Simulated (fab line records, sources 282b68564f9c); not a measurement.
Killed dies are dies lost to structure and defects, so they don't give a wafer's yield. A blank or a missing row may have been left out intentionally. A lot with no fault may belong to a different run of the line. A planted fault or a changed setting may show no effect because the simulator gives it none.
fab line records ; flow rit_cmos
[record] lots = 14; wafers = 42; last_day = 19
route steps=202 shown M1@196
lots with no fault: from the same line, run without faults
start_h: hours from the record's first day to the start of the lot's first wafer shown ; wait_h: how many hours have passed since the lot's step before this one ; " unchanged from the row above ; L1.1+2: a single row standing in for several wafers ; - value missing, or start not given ; * or withheld: withheld ; < > ~ a bound
route shown NAME@n: names a module that has steps shown in the file, with the first one's number in the route ; usual: the fault-free wafers' mean and standard deviation ; same: alike in all rows ; chamber/n: place in a boat ; sites: the reading at each site ; _std_site: standard deviation of those values ; _edge_site: mean of outer sites minus mean of inner sites ; radius_mm: for every site, how far away it sits from the centre of the wafer ; mask NAME#n: copy n ; behind: the most recent tool/chamber to have shaped the wafer ; hold: why the lot was held/for how many hours/how that ended ; device: the transistor (n, p or np) that didn't switch ; end of line: tests run on the same wafers once the route is complete ; a step with no rows: only its recipe ; killed: not the wafer's yield, but the dies lost to structure and defects at the first sort ; map: shows each die of a wafer: x if killed, . if not, _ if none is there
set.NAME: the setting as run; set.NAME@STEP: as run at that earlier step ; model.NAME: the simulator's own value behind a step, which no gauge read
one table for each step of the route and one row for each wafer, over a sample of lots
services: when a tool's chamber went out of use (start_h, in hours from the record's first day, below 0 if earlier), for how many hours, and the reason
[[steps]]
[step RIT_M1_METAL_ETCH_12]
[recipe] stop_on = SiO2; chemistry = Cl2/BCl3; target = Al; time_s = 165; over_etch_frac = 0.5; pressure_mtorr = 100; target_depth_a = 6000; rf_w = 250; Cl2_flow_sccm = 60; bcl3_flow_sccm = 50
[usual] drypump_motor_current_A = 5.7/0.41; mfc_cl2_sccm = 60.01/0.18; oes_product_au = 0.778/0.016; throttle_valve_pct = 8.30/0.11
lot.wafer;tool;chamber;start_h;wait_h;drypump_motor_current_A;mfc_cl2_sccm;oes_product_au;rf_hours_counter_h;throttle_valve_pct
L394.1;rie_metal-01;1;56.43;0.2;5.6;60.07;0.773;1;8.20
L394.2;rie_metal-01;0;56.43;0.2;5.9;59.84;0.799;1;8.31
L394.5;rie_metal-01;1;56.43;0.2;5.6;59.95;0.775;-;8.21
L396.2;rie_metal-03;1;72.76;0.2;5.0;59.99;0.769;3;8.45
L396.4;rie_metal-03;0;72.76;0.2;5.7;59.84;0.793;-;8.42
L396.6;rie_metal-03;0;72.76;0.2;5.7;59.82;0.802;-;8.39
L397.1;rie_metal-01;0;79.19;0.2;5.9;59.90;0.797;1;8.30
L397.2;rie_metal-01;1;79.19;0.2;5.6;59.86;0.780;1;8.20
L397.6;rie_metal-01;0;79.19;0.2;5.9;59.91;0.796;-;8.30
L398.1;rie_metal-04;0;85.89;0.2;6.4;59.89;0.781;32;8.26
L398.2;rie_metal-04;1;85.89;0.2;5.7;59.78;0.752;33;8.11
L398.5;rie_metal-04;0;85.89;0.2;6.3;60.14;0.780;-;8.27
L402.1;rie_metal-03;0;101.06;0.2;5.7;60.12;0.799;3;8.38
L402.4;rie_metal-03;1;101.06;0.2;5.0;60.48;0.754;-;8.45
L402.5;rie_metal-03;1;101.06;0.2;5.0;60.18;0.748;-;8.47
L404.3;rie_metal-04;1;116.78;0.2;5.7;59.90;0.760;-;8.11
L404.4;rie_metal-04;0;116.78;0.2;6.4;60.03;0.794;-;8.28
L404.5;rie_metal-04;0;116.78;0.2;6.4;60.07;0.786;-;8.30
L405.3;rie_metal-03;0;118.16;0.2;5.7;59.83;0.787;-;8.41
L405.4;rie_metal-03;1;118.16;0.2;5.0;60.05;0.743;-;8.46
L405.5;rie_metal-03;1;118.16;0.2;5.0;60.06;0.746;-;8.46
L406.1;rie_metal-01;0;125.85;0.2;5.9;59.77;0.794;1;8.32
L406.2;rie_metal-01;1;125.85;0.2;5.6;59.90;0.784;1;8.20
L406.5;rie_metal-01;0;125.85;0.2;5.9;59.67;0.787;-;8.33
L409.2;rie_metal-01;1;138.42;0.2;5.7;60.25;0.776;1;8.20
L409.4;rie_metal-01;1;138.42;0.2;5.6;59.78;0.775;-;8.19
L409.6;rie_metal-01;0;138.42;0.2;5.9;59.88;0.787;-;8.32
L411.1;rie_metal-01;0;146.60;0.2;5.9;59.88;0.803;2;8.34
L411.2;rie_metal-01;1;146.60;0.2;5.6;59.88;0.777;2;8.21
L411.3;rie_metal-01;0;146.60;0.2;5.9;60.05;0.803;-;8.30
L412.2;rie_metal-01;0;151.85;0.2;5.9;60.27;0.803;2;8.31
L412.3;rie_metal-01;0;151.85;0.2;5.9;60.32;0.804;-;8.31
L412.6;rie_metal-01;0;151.85;0.2;5.9;59.92;0.801;-;8.31
L414.4;rie_metal-04;1;161.05;0.1;5.7;60.17;0.778;-;8.12
L414.5;rie_metal-04;0;161.05;0.1;6.3;60.14;0.784;-;8.28
L414.6;rie_metal-04;1;161.05;0.1;5.7;60.02;0.770;-;8.11
L415.2;rie_metal-01;0;165.94;0.2;5.9;60.06;0.797;2;8.33
L415.3;rie_metal-01;0;165.94;0.2;5.9;60.29;0.797;-;8.32
L415.6;rie_metal-01;1;165.94;0.2;5.6;59.90;0.781;-;8.21
L416.2;rie_metal-04;0;447.57;0.2;6.3;59.87;0.780;3;8.27
L416.4;rie_metal-04;0;447.57;0.2;6.3;60.15;0.781;-;8.29
L416.5;rie_metal-04;0;447.57;0.2;6.3;60.02;0.773;-;8.27
[step RIT_M1_PROBE_99]
[usual] defect_limited_yield = 97.5/1.2; killed_at_M0_to_M3 = 0/0; killed_at_contacts = 0.1/0.27; killed_at_front_end = 6/3; killed_dies = 7/3; killed_on_rim = 1.7/1.4; killed_open = 3.1/2; killed_short = 3.4/2; sort_bin_3_pad_short = 0.1/0.23; sort_bin_5_function = 1.4/0.76; sort_bin_6_memory = 0.9/0.63; sort_n_pass = 257/3; sort_yield_pct = 97.5/1.2
[same] gross_dies = 264; killed_at_M4_up = 0; killed_at_back_side = 0; killed_at_other = 0
lot.wafer;tool;chamber;start_h;wait_h;defect_limited_yield[%];killed_at_M0_to_M3;killed_at_contacts;killed_at_front_end;killed_dies;killed_on_rim;killed_open;killed_short;sort_bin_3_pad_short[%];sort_bin_5_function[%];sort_bin_6_memory[%];sort_n_pass;sort_yield_pct[%]
L402.1;prober-01;-;103.33;0.1;94.3;8;0;7;15;4;4;3;0;4.2;1.5;249;94.3
L402.4;prober-01;-;103.48;0.2;97.0;0;0;8;8;0;3;5;0;1.9;1.1;256;97.0
L402.5;prober-01;-;103.53;0.2;97.0;0;0;8;8;1;3;5;0.4;1.5;1.1;256;97.0
L405.3;prober-02;-;120.57;0.2;96.2;4;0;6;10;2;3;3;0.8;3.0;0;254;96.2
L405.4;prober-02;-;120.62;0.2;96.2;0;0;10;10;3;5;5;0;3.4;0.4;254;96.2
L405.5;prober-02;-;120.67;0.2;96.2;0;0;10;10;3;5;5;0;2.3;1.5;254;96.2
L406.1;prober-01;-;128.12;0.1;97.0;0;0;8;8;3;4;4;0;1.5;1.5;256;97.0
L406.2;prober-01;-;128.17;0.1;97.7;0;0;6;6;1;3;3;0;0.4;1.9;258;97.7
L406.5;prober-01;-;128.32;0.2;97.0;0;0;8;8;2;6;2;0;2.3;0.8;256;97.0
L409.2;prober-02;-;140.76;0.1;95.5;0;0;12;12;4;7;5;0;1.9;2.7;252;95.5
L409.4;prober-02;-;140.86;0.2;97.0;0;0;8;8;3;4;4;0.4;1.9;0.8;256;97.0
L409.6;prober-02;-;140.96;0.2;97.7;0;0;6;6;2;4;2;0;1.1;1.1;258;97.7
L412.2;prober-01;-;154.15;0.1;98.9;0;0;3;3;2;1;2;0;0.8;0.4;261;98.9
L412.3;prober-01;-;154.20;0.2;96.2;0;0;10;10;3;6;4;0;1.9;1.9;254;96.2
L412.6;prober-01;-;154.35;0.2;98.1;0;0;5;5;2;3;2;0;0.8;1.1;259;98.1
L414.5;prober-01;-;163.46;0.2;96.2;0;0;10;10;4;6;4;0.4;2.3;1.1;254;96.2
// killed by level:class
L402.1 M1:unspecified=8 GATE:geometric_particle:open=3 SPACER:geometric_particle:short=2 FOX2:geometric_particle:short=1 SPACER:geometric_particle:open=1
L402.4 FOX2:geometric_particle:short=2 SPACER:geometric_particle:short=2 FOX2:geometric_particle:open=1 GATE:geometric_particle:short=1 REOX:geometric_particle:open=1 SPACER:geometric_particle:open=1
L402.5 FOX1:geometric_particle:short=1 FOX2:geometric_particle:short=1 GATE:geometric_particle:short=1 GATE:geometric_particle:open=1 SPACER:geometric_particle:short=1 SPACER:geometric_particle:open=1 SILICIDE:geometric_particle:open=1 SILICIDE:geometric_particle:short=1
L405.3 M1:unspecified=4 FOX2:geometric_particle:open=2 FOX1:geometric_particle:open=1 FOX1:geometric_particle:short=1 FOX2:geometric_particle:short=1 GATE:geometric_particle:short=1
L405.4 GATE:geometric_particle:open=3 FOX2:geometric_particle:short=2 FOX1:geometric_particle:open=1 FOX1:geometric_particle:short=1 FOX2:geometric_particle:open=1 GATE:geometric_particle:short=1 SILICIDE:geometric_particle:short=1
L405.5 GATE:geometric_particle:short=3 FOX2:geometric_particle:open=2 GATE:geometric_particle:open=2 FOX1:geometric_particle:short=1 REOX:geometric_particle:open=1 SILICIDE:geometric_particle:short=1
L406.1 GATE:geometric_particle:open=3 REOX:geometric_particle:short=2 FOX1:geometric_particle:open=1 FOX2:geometric_particle:short=1 GATE:geometric_particle:short=1
L406.2 GATE:geometric_particle:short=2 GATE:geometric_particle:open=2 REOX:geometric_particle:open=1 REOX:geometric_particle:short=1
L406.5 REOX:geometric_particle:open=3 GATE:geometric_particle:open=2 GATE:geometric_particle:short=1 SPACER:geometric_particle:short=1 SILICIDE:geometric_particle:open=1
L409.2 GATE:geometric_particle:open=3 FOX1:geometric_particle:open=2 GATE:geometric_particle:short=2 REOX:geometric_particle:short=2 FOX2:geometric_particle:open=1 REOX:geometric_particle:open=1 SPACER:geometric_particle:short=1
L409.4 GATE:geometric_particle:short=2 REOX:geometric_particle:short=2 FOX1:geometric_particle:open=1 GATE:geometric_particle:open=1 REOX:geometric_particle:open=1 SPACER:geometric_particle:open=1
L409.6 FOX1:geometric_particle:open=1 GATE:geometric_particle:open=1 GATE:geometric_particle:short=1 REOX:geometric_particle:short=1 SPACER:geometric_particle:open=1 SILICIDE:geometric_particle:open=1
L412.2 FOX1:geometric_particle:open=1 GATE:geometric_particle:short=1 SPACER:geometric_particle:short=1
L412.3 SPACER:geometric_particle:open=3 GATE:geometric_particle:short=2 REOX:geometric_particle:open=2 SPACER:geometric_particle:short=2 GATE:geometric_particle:open=1
L412.6 FOX1:geometric_particle:short=1 FOX2:geometric_particle:open=1 GATE:geometric_particle:open=1 SPACER:geometric_particle:short=1 SPACER:geometric_particle:open=1
L414.5 GATE:geometric_particle:short=2 GATE:geometric_particle:open=2 REOX:geometric_particle:open=2 SILICIDE:geometric_particle:open=2 REOX:geometric_particle:short=1 SILICIDE:geometric_particle:short=1
[[services]]
tool;chamber;start_h;hours;kind
rie_metal-04;-;69.41;2.8;pm
rie_metal-04;-;136.12;20.0;pm
rie_metal-04;0;136.12;20.0;vent_cycle
rie_metal-04;1;136.12;20.0;vent_cycle
rie_metal-03;0;140.68;10.3;repair
rie_metal-04;0;156.12;-;clean
rie_metal-04;1;156.12;-;clean
rie_metal-04;0;174.67;2.4;repair
rie_metal-04;1;201.49;4.7;repair
rie_metal-03;0;232.56;10.1;repair
rie_metal-01;0;336.84;1.2;repair
rie_metal-04;1;378.03;10.4;repair
[[key]]
[first_sign] step = RIT_M1_PROBE_99; reading = killed_at_M0_to_M3; direction = up; sigmas = 6; usual = 0; struck = 6
effect none on later readings
met_at RIT_M1_METAL_ETCH_12
struck_lots L402,L405
struck_wafers L402.1,L405.3
onset_between 72.76 101.06
[fault] kind = chamber_particle_source; tool = rie_metal-03; chamber = 0; onset_h = 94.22; steps = RIT_M1_METAL_ETCH_12; rate_per_visit_cm2 = 0.04085; end_h = 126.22
